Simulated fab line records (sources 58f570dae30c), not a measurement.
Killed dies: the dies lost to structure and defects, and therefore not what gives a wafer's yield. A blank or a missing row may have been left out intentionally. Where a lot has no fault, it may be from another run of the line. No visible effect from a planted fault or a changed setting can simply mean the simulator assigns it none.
fab line records    flow berkeley_cmos170    part 2 of 2: steps 32 to 45 of 45
record lots=5  wafers=15  last_day=12
route steps=331 shown ACTIVE@65 PFIELD@79 FIELD@89 SACOX@97 SCREENOX@100 NVT@104
lots untouched by any fault: they come from a run of this same line in which no faults occurred
start_h: hours from the record's opening day to when the first of the lot's shown wafers began    wait_h: how many hours have passed since the lot's step before this one    " unchanged from the row above    L1.1+2: a single row standing in for several wafers    - either no value or no given start    * or withheld: withheld    < > ~ a bound
route shown NAME@n: NAME is a module with steps in the file, n the number in the route of the first one    usual: mean/standard deviation taken from wafers without a fault    same: alike in all rows    chamber/n: place in a boat    sites: per-site readings    _std_site: the standard deviation of these    _edge_site: outer sites' mean less inner sites'    radius_mm: for every site, how far away it sits from the centre of the wafer    mask NAME#n: copy n    behind: tool/chamber where the wafer was last shaped    hold: the reason the lot was held/the length of the hold in hours/how it ended    device: whichever transistor did not switch (one of n, p or np)    end of line: at the end of the route, the tests of the same wafers    a step without rows: its recipe alone    killed: dies that structure and defects cost at the first sort, which is not the same as the wafer's yield    map: a wafer's dies, marking killed ones x, the rest . and places with no die _
set.NAME: setting as actually run; set.NAME@STEP: the setting as run at that earlier step    model.NAME: the simulator's own value behind a step, which no gauge read
lots at some steps of the route; a table a step, a row a wafer
services: the hour from which a tool's chamber was out of use, counted from the record's first day as start_h (under 0 if before that day), plus the number of hours and why
## steps
# step UCB170_FIELD_THK_MEAS_90
# recipe reads=SiO2_of_FIELD_OXIDATION_01
# usual FIELD_OXIDE_LEFT_1_THK=446/13
lot.wafer  tool           chamber  start_h  wait_h  FIELD_OXIDE_LEFT_1_THK[nm]
L075.1     film_metro-03  -        103.65   0.0     418
L075.2     "              -        "        "       428
L075.3     "              -        "        "       416
L079.1     film_metro-02  -        110.50   0.0     445
L079.4     "              -        "        "       437
L079.6     "              -        "        "       437
L085.2     film_metro-02  -        143.85   0.0     448
L085.3     "              -        "        "       452
L085.4     "              -        "        "       448
L093.1     film_metro-02  -        187.48   0.0     449
L093.2     "              -        "        "       452
L093.3     "              -        "        "       456
L095.1     film_metro-04  -        206.48   0.0     451
L095.2     "              -        "        "       465
L095.4     "              -        "        "       456
# step UCB170_SACOX_CLEAN_00
# recipe chemistry=dHF  dilution=25:1  time_s=7.5
lot.wafer   tool          chamber  start_h  wait_h
L075.1+2+3  wet_bench-02  3        103.71   0.1
L079.1+4+6  wet_bench-04  2        110.56   0.1
L085.2+3+4  wet_bench-03  1        144.01   0.2
L093.1+2+3  wet_bench-03  2        187.67   0.2
L095.1+2+4  wet_bench-02  2        206.67   0.2
# step UCB170_SACOX_OXIDATION_01
# recipe temp_c=900  ambient=O2  target_thk_a=144  ox_time_s=2400
# usual zone_power_source_pct=28.8/2.4
lot.wafer  tool        chamber  start_h  wait_h  zone_power_source_pct
L075.1     furnace-02  0        108.13   4.4     30.8
L075.2     "           0        "        "       30.9
L075.3     "           0        "        "       31.0
L079.1     furnace-02  0        113.73   3.2     31.1
L079.4     "           0        "        "       31.2
L079.6     "           0        "        "       31.2
L085.2     furnace-04  0        146.81   2.8     26.9
L085.3     "           0        "        "       26.2
L085.4     "           0        "        "       25.9
L093.1     furnace-04  0        190.51   2.8     26.2
L093.2     "           0        "        "       26.7
L093.3     "           0        "        "       26.3
L095.1     furnace-04  0        209.47   2.8     26.2
L095.2     "           0        "        "       26.4
L095.4     "           0        "        "       26.2
# step UCB170_SACOX_THK_MEAS_02
# recipe reads=SiO2_of_SACOX_OXIDATION_01
# usual SACOX_OXIDE_THK=14.68/0.25
lot.wafer  tool           chamber  start_h  wait_h  SACOX_OXIDE_THK[nm]
L075.1     film_metro-03  -        109.80   0.0     14.60
L075.2     "              -        "        "       14.37
L075.3     "              -        "        "       14.72
L079.1     film_metro-02  -        115.40   0.0     14.45
L079.4     "              -        "        "       14.15
L079.6     "              -        "        "       14.62
L085.2     film_metro-03  -        148.48   0.0     14.91
L085.3     "              -        "        "       15.11
L085.4     "              -        "        "       15.20
L093.1     film_metro-03  -        192.17   0.0     14.85
L093.2     "              -        "        "       14.65
L093.3     "              -        "        "       14.80
L095.1     film_metro-03  -        211.14   0.0     14.46
L095.2     "              -        "        "       14.52
L095.4     "              -        "        "       14.52
# step UCB170_SCREENOX_WET_ETCH_00
# recipe chemistry=dHF  dilution=25:1  target=SiO2  temp_c=25  time_s=200
lot.wafer   tool          chamber  start_h  wait_h
L075.1+2+3  wet_bench-01  1        109.86   0.1
L079.1+4+6  wet_bench-03  3        115.46   0.1
L085.2+3+4  wet_bench-04  3        148.53   0.0
L093.1+2+3  wet_bench-03  3        192.23   0.1
L095.1+2+4  wet_bench-03  0        211.20   0.1
# step UCB170_SCREENOX_OXIDATION_01
# recipe temp_c=900  ambient=O2  target_thk_a=144  ox_time_s=2400
# usual zone_power_source_pct=28/3.7
lot.wafer  tool        chamber  start_h  wait_h  zone_power_source_pct
L075.1     furnace-03  0        111.80   1.9     22
L075.2     "           0        "        "       22
L075.3     "           0        "        "       22
L079.1     furnace-02  0        117.98   2.5     30
L079.4     "           0        "        "       31
L079.6     "           0        "        "       31
L085.2     furnace-03  0        152.00   3.4     22
L085.3     "           0        "        "       22
L085.4     "           0        "        "       22
L093.1     furnace-01  0        195.26   3.0     26
L093.2     "           0        "        "       26
L093.3     "           0        "        "       26
L095.1     furnace-02  0        214.56   3.3     31
L095.2     "           0        "        "       31
L095.4     "           0        "        "       31
# step UCB170_SCREENOX_THK_MEAS_02
# recipe reads=SiO2_of_SCREENOX_OXIDATION_01
# usual SCREENOX_OXIDE_THK=14.35/0.28
lot.wafer  tool           chamber  start_h  wait_h  SCREENOX_OXIDE_THK[nm]
L075.1     film_metro-01  -        113.47   0.0     14.17
L075.2     "              -        "        "       14.44
L075.3     "              -        "        "       14.19
L079.1     film_metro-04  -        119.65   0.0     14.65
L079.4     "              -        "        "       14.36
L079.6     "              -        "        "       14.56
L085.2     film_metro-02  -        153.68   0.0     14.23
L085.3     "              -        "        "       14.17
L085.4     "              -        "        "       14.43
L093.1     film_metro-04  -        196.93   0.0     14.50
L093.2     "              -        "        "       14.48
L093.3     "              -        "        "       14.50
L095.1     film_metro-01  -        216.22   0.0     14.16
L095.2     "              -        "        "       13.99
L095.4     "              -        "        "       13.96
# step UCB170_SCREENOX_ANNEAL_03
# recipe temp_c=900  time_s=900  ambient=N2
# usual zone_power_source_pct=26/3.7
lot.wafer  tool        chamber  start_h  wait_h  zone_power_source_pct
L075.1     furnace-01  0        116.65   3.2     26
L075.2     "           0        "        "       26
L075.3     "           0        "        "       26
L079.1     furnace-03  0        121.07   1.4     22
L079.4     "           0        "        "       22
L079.6     "           0        "        "       22
L085.2     furnace-01  0        155.90   2.2     26
L085.3     "           0        "        "       26
L085.4     "           0        "        "       26
L093.1     furnace-02  0        200.35   3.4     32
L093.2     "           0        "        "       31
L093.3     "           0        "        "       31
L095.1     furnace-01  0        219.13   2.9     26
L095.2     "           0        "        "       26
L095.4     "           0        "        "       26
# step UCB170_NVT_HMDS_00
# recipe prime_time_s=60  prime_temp_c=100
lot.wafer   tool            chamber  start_h  wait_h
L075.1+2+3  litho_track-04  0        118.40   0.5
L079.1+4+6  litho_track-04  0        122.54   0.2
L085.2+3+4  litho_track-04  0        157.37   0.2
L093.1+2+3  litho_track-04  0        201.60   0.0
L095.1+2+4  litho_track-02  0        220.38   0.0
# step UCB170_NVT_COAT_01
# recipe resist=KrF  spin_rpm=1500  resist_thk_nm=900
# usual spin_speed_rpm=1500.2/0.8
lot.wafer  tool            chamber  start_h  wait_h  spin_speed_rpm
L075.1     litho_track-04  0        118.55   0.1     1500.5
L075.2     "               0        "        "       1498.3
L075.3     "               0        "        "       1500.8
L079.1     litho_track-04  0        122.69   0.1     1500.6
L079.4     "               0        "        "       1498.9
L079.6     "               0        "        "       1500.7
L085.2     litho_track-04  0        157.52   0.1     1500.7
L085.3     "               0        "        "       1499.9
L085.4     "               0        "        "       1500.5
L093.1     litho_track-04  0        201.75   0.1     1501.6
L093.2     "               0        "        "       1500.4
L093.3     "               0        "        "       1500.2
L095.1     litho_track-02  0        220.53   0.1     1499.4
L095.2     "               0        "        "       1500.0
L095.4     "               0        "        "       1501.0
# step UCB170_NVT_SOFTBAKE_02
# recipe resist=KrF  temp_c=130  time_s=60
lot.wafer   tool            chamber  start_h  wait_h
L075.1+2+3  litho_track-04  0        118.70   0.1
L079.1+4+6  litho_track-04  0        122.84   0.1
L085.2+3+4  litho_track-04  0        157.67   0.1
L093.1+2+3  litho_track-04  0        201.90   0.1
L095.1+2+4  litho_track-02  0        220.68   0.1
# step UCB170_NVT_EXPOSE_03
# recipe mask_id=PWELL  target_cd_nm=3000  na=0.5  sigma_outer=0.6  source_shape=conventional  dose_mj=30
# same sigma_outer=0.6
lot.wafer   tool            chamber  start_h  wait_h  mask
L075.1+2+3  krf_scanner-02  0        119.01   0.3     PWELL#0
L079.1+4+6  krf_scanner-01  0        123.19   0.3     PWELL#0
L085.2+3+4  krf_scanner-01  0        157.94   0.2     PWELL#0
L093.1+2+3  krf_scanner-02  0        202.18   0.2     PWELL#0
L095.1+2+4  krf_scanner-01  0        220.83   0.1     PWELL#0
# step UCB170_NVT_PEB_04
# recipe peb_temp_c=130  peb_time_s=withheld  resist=KrF
lot.wafer   tool            chamber  start_h  wait_h
L075.1+2+3  litho_track-02  0        119.35   0.3
L079.1+4+6  litho_track-04  0        123.89   0.7
L085.2+3+4  litho_track-03  0        158.06   0.1
L093.1+2+3  litho_track-03  0        202.29   0.1
L095.1+2+4  litho_track-03  0        220.95   0.1
# step UCB170_NVT_DEVELOP_05
# recipe developer=TMAH  develop_time_s=45  resist=KrF  dev_temp_c=21
lot.wafer   tool            chamber  start_h  wait_h
L075.1+2+3  litho_track-02  0        -        -
L079.1+4+6  litho_track-04  0        -        -
L085.2+3+4  litho_track-03  0        -        -
L093.1+2+3  litho_track-03  0        -        -
L095.1+2+4  litho_track-03  0        -        -
## services
tool             chamber  start_h  hours  kind
furnace-04       -        61.58    3.9    pm
krf_scanner-01   -        66.51    0.5    repair
furnace-03       -        67.40    4.4    pm
krf_scanner-01   -        70.43    0.4    repair
furnace-02       -        71.68    3.3    pm
wet_bench-01     -        75.03    2.4    repair
rie_diel-04      0        84.63    8.0    repair
krf_scanner-02   -        85.04    1.0    pm
furnace-04       -        96.35    5.4    pm
furnace-03       -        99.69    3.3    pm
rie_diel-04      2        122.14   1.7    repair
krf_scanner-02   -        122.36   2.9    repair
krf_scanner-01   -        125.38   1.0    pm
rie_diel-04      0        131.92   5.1    repair
krf_scanner-01   -        146.28   4.0    pm
krf_scanner-01   -        158.58   0.8    pm
krf_scanner-01   -        159.33   4.4    pm
furnace-01       -        162.58   3.2    pm
plasma_asher-04  -        172.07   9.8    repair
wet_bench-01     -        196.37   2.5    repair
rie_diel-04      0        205.28   26.8   repair
furnace-02       -        205.68   2.7    pm
krf_scanner-01   -        208.36   1.3    pm
wet_bench-04     -        212.08   1.0    repair
